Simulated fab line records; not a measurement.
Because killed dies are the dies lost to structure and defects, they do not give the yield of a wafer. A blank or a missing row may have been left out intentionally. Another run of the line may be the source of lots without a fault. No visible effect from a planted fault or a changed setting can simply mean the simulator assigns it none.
Which tool did it? ; flow rit cmos ; 42 wafers from 14 lots sampled at 5 of the route's 202 steps

## WHAT EACH GAUGE READ, for each wafer
RIT_GATE_THK_MEAS_09.
lot;measured;on;GATE_POLY_THK (nm)
L734;day 2 20:41;film metro-03;252.0 249.6 251.1
L735;day 3 02:17;film metro-03;250.0 250.7 248.2
L736;day 3 08:05;film metro-02;248.1 246.4 246.6
L737;day 3 15:59;film metro-01;246.4 248.5 249.7
L738;day 3 18:29;film metro-01;243.8 247.8 246.4
L739;day 3 22:04;film metro-03;245.8 245.1 247.4
L742;day 4 13:37;film metro-03;245.2 246.2 245.8
L743;day 4 19:02;film metro-01;252.9 252.2 252.4
L744;day 4 23:49;film metro-03;251.0 251.7 251.9
L745;day 5 09:05;film metro-02;263.8 264.8 263.0
L747;day 5 13:54;film metro-01;262.5 261.7 260.1
L750;day 6 05:34;film metro-03;252.0 251.5 251.2
L752;day 6 16:11;film metro-03;248.7 251.8 250.5
L754;day 7 02:20;film metro-01;249.2 250.4 249.0

RIT_CONTACT_CD_MEAS_08: the cd target is 1000 nm.
lot;measured;on;cd nm (nm)
L734;day 3 14:17;cd sem-01;999.6 1002.4 1001.1
L735;day 3 19:16;cd sem-01;997.1 995.5 995.3
L736;day 4 01:23;cd sem-01;999.0 998.5 1000.5
L737;day 4 08:32;cd sem-01;998.9 1002.2 1001.0
L738;day 4 10:32;cd sem-01;999.3 999.0 999.5
L739;day 4 15:17;cd sem-01;999.3 998.4 998.2
L742;day 5 05:44;cd sem-01;1000.8 1004.4 1002.6
L743;day 5 11:56;cd sem-01;1000.9 1004.3 1003.3
L744;day 5 15:47;cd sem-01;1000.0 999.7 999.3
L745;day 6 02:01;cd sem-01;1003.3 1002.8 1005.2
L747;day 6 05:46;cd sem-01;997.0 997.9 998.1
L750;day 6 22:52;cd sem-01;999.6 1000.7 999.9
L752;day 7 08:40;cd sem-01;995.9 993.8 997.6
L754;day 7 19:13;cd sem-02;998.9 998.9 997.7

## WHICH TOOL RAN EACH LOT (tool, then ch and the chambers of the sampled wafers, then the start)
lot;RIT_NWELL_STRIP_09;RIT_GATE_CVD_08;RIT_PLDD_STRIP_09
L734;plasma asher-01 ch 0,1, day 2 06:43;lpcvd-01 ch 1, day 2 19:04;plasma asher-04 ch 0,1, day 3 05:29
L735;plasma asher-02 ch 0,1, day 2 11:48;lpcvd-02 ch 0, day 3 00:41;plasma asher-04 ch 0,1, day 3 10:48
L736;plasma asher-02 ch 0,1, day 2 18:01;lpcvd-02 ch 0, day 3 06:28;plasma asher-04 ch 0,1, day 3 16:47
L737;plasma asher-03 ch 0,1, day 2 23:11;lpcvd-02 ch 0, day 3 14:22;plasma asher-04 ch 0,1, day 4 00:23
L738;plasma asher-02 ch 1, day 3 04:40;lpcvd-01 ch 1, day 3 16:51;plasma asher-03 ch 0,1, day 4 02:05
L739;plasma asher-03 ch 0,1, day 3 07:41;lpcvd-02 ch 1, day 3 20:26;plasma asher-02 ch 0,1, day 4 06:42
L742;plasma asher-03 ch 0, day 3 23:13;lpcvd-02 ch 0, day 4 12:00;plasma asher-04 ch 0,1, day 4 21:14
L743;plasma asher-02 ch 0,1, day 4 05:04;lpcvd-01 ch 0, day 4 17:24;plasma asher-03 ch 0,1, day 5 03:17
L744;plasma asher-03 ch 0,1, day 4 09:52;lpcvd-01 ch 1, day 4 22:13;plasma asher-04 ch 0, day 5 07:11
L745;plasma asher-01 ch 0,1, day 4 17:49;lpcvd-01 ch 0, day 5 07:26;plasma asher-02 ch 0,1, day 5 16:41
L747;plasma asher-02 ch 0,1, day 4 23:55;lpcvd-01 ch 0, day 5 12:16;plasma asher-04 ch 0,1, day 5 21:35
L750;plasma asher-01 ch 0,1, day 5 14:56;lpcvd-02 ch 1, day 6 03:56;plasma asher-03 ch 0,1, day 6 14:10
L752;plasma asher-02 ch 0,1, day 6 02:00;lpcvd-02 ch 1, day 6 14:34;plasma asher-03 ch 0,1, day 7 00:04
L754;plasma asher-03 ch 0,1, day 6 12:30;lpcvd-02 ch 0, day 7 00:43;plasma asher-03 ch 0,1, day 7 10:51
- RIT_NWELL_STRIP_09: strips in O2, time 180 s.
- RIT_GATE_CVD_08: deposits poly-Si from SiH4, target thk 250 nm, time 2220 s.
- RIT_PLDD_STRIP_09: strips in O2, time 180 s.

## AS READ BY THE TOOLS THEMSELVES (means over the sampled wafers that have a number; for cases with no such wafer, the mark the record gives instead)
RIT_NWELL_STRIP_09.
lot;tool;drypump motor current A (A)
L734;plasma asher-01;5.8
L735;plasma asher-02;5.7
L736;plasma asher-02;5.7
L737;plasma asher-03;5.8
L738;plasma asher-02;5.9
L739;plasma asher-03;5.6
L742;plasma asher-03;6.1
L743;plasma asher-02;5.7
L744;plasma asher-03;5.8
L745;plasma asher-01;6.1
L747;plasma asher-02;5.4
L750;plasma asher-01;6.0
L752;plasma asher-02;5.7
L754;plasma asher-03;5.6

RIT_GATE_CVD_08.
lot;tool;zone power load pct (%);zone power source pct (%)
L734;lpcvd-01;12.6;11.7
L735;lpcvd-02;11.8;10.5
L736;lpcvd-02;11.8;10.6
L737;lpcvd-02;11.9;10.4
L738;lpcvd-01;12.7;11.8
L739;lpcvd-02;12.2;12.3
L742;lpcvd-02;11.8;10.6
L743;lpcvd-01;11.9;11.7
L744;lpcvd-01;12.6;11.8
L745;lpcvd-01;11.9;11.6
L747;lpcvd-01;11.9;11.7
L750;lpcvd-02;12.2;12.4
L752;lpcvd-02;12.3;12.3
L754;lpcvd-02;11.7;10.5

RIT_PLDD_STRIP_09.
lot;tool;drypump motor current A (A)
L734;plasma asher-04;5.61
L735;plasma asher-04;5.61
L736;plasma asher-04;5.64
L737;plasma asher-04;5.61
L738;plasma asher-03;5.83
L739;plasma asher-02;5.68
L742;plasma asher-04;5.61
L743;plasma asher-03;5.64
L744;plasma asher-04;5.55
L745;plasma asher-02;5.40
L747;plasma asher-04;5.60
L750;plasma asher-03;5.84
L752;plasma asher-03;5.63
L754;plasma asher-03;5.63

## THE ANSWER, worked out from the rows above alone
Rule: the lots themselves supply what counts as usual. The widest of any qualifying gaps counts: lots, ordered by their means at a reading, are off when they make up no more than a third of the lots, leave a main group of 4 or more, and stand apart from it by 3 or more times the standard deviation of that group's means. The tables above print the reading to a certain number of digits; a main group whose means all agree to those digits is not used. A lot without any number at a reading at which 4 lots or more have one is off too. All remaining lots with rows at the step are treated as sound. Order of review: gauges by route order, followed by the tools' own readings, for which a lot's mean as printed above is used. At the first step where some lot is off, the reading lying furthest off is the one used; lots without a number count as furthest.
Off: L745, L747, at RIT_GATE_THK_MEAS_09 (GATE_POLY_THK). For the main group the mean is 249.1 nm and the standard deviation 2.3.
If a tool, at a process step before that reading, ran all the lots that are off and no sound lot after the first of them, it fits. Those tools and the gauges at RIT_GATE_THK_MEAS_09 are tried in the same way. One candidate fits, namely lpcvd-01 at RIT_GATE_CVD_08. A fault onset in the window from L744 (day 4 22:13, its last sound lot) to L745 (day 5 07:26, its first lot off) fits.

## WHAT HAD BEEN PUT IN BY THE SIMULATOR
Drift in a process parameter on lpcvd-01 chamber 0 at RIT_GATE_CVD_08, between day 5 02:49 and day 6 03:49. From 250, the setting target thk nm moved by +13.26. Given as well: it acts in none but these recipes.
Lots struck among those shown: L745, L747. Same finding as the rule above.
